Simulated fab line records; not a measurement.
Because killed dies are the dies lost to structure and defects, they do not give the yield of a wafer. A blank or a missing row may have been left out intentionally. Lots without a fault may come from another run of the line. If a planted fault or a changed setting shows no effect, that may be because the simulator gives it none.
What tool caused it?	flow rit cmos	7 lots (21 wafers sampled), 1 step of a 202-step route

WHAT THE GAUGES READ, wafer by wafer
RIT_NRETRO_OVL_MEAS_06.
lot	measured	on	NRETRO_OVL (nm)
L616	day 2 12:14	overlay-01	-1.6 -0.6 0.3
L619	day 3 03:33	overlay-01	0.0 -0.3 0.0
L621	day 3 14:16	overlay-01	-1.5 0.1 1.9
L625	day 4 11:51	overlay-01	-0.3 1.5 1.8
L629	day 5 05:58	overlay-01	-0.5 0.1 -0.5
L635	day 6 10:05	overlay-01	1.7 -1.2 -0.1
L637	day 6 21:04	overlay-01	3.6 1.6 0.4

TOOL THAT RAN EACH LOT (tool first, then ch and the chambers of the sampled wafers, then the start)
The record holds no process step before these readings.

THE ANSWER, worked out from the rows above alone
Rule: usual is defined by the lots themselves. The widest of any qualifying gaps counts: lots, ordered by their means at a reading, are off when they make up no more than a third of the lots, leave a main group of 4 or more, and stand apart from it by 3 or more times the standard deviation of that group's means. A main group is skipped when, at the precision printed for the reading in the tables above, its means are all equal. A lot without any number at a reading at which 4 lots or more have one is off too. Any other lot the step has rows for is counted as sound.
None of the lots is off at any reading shown; this tells nothing.

WHAT HAD BEEN PUT IN BY THE SIMULATOR
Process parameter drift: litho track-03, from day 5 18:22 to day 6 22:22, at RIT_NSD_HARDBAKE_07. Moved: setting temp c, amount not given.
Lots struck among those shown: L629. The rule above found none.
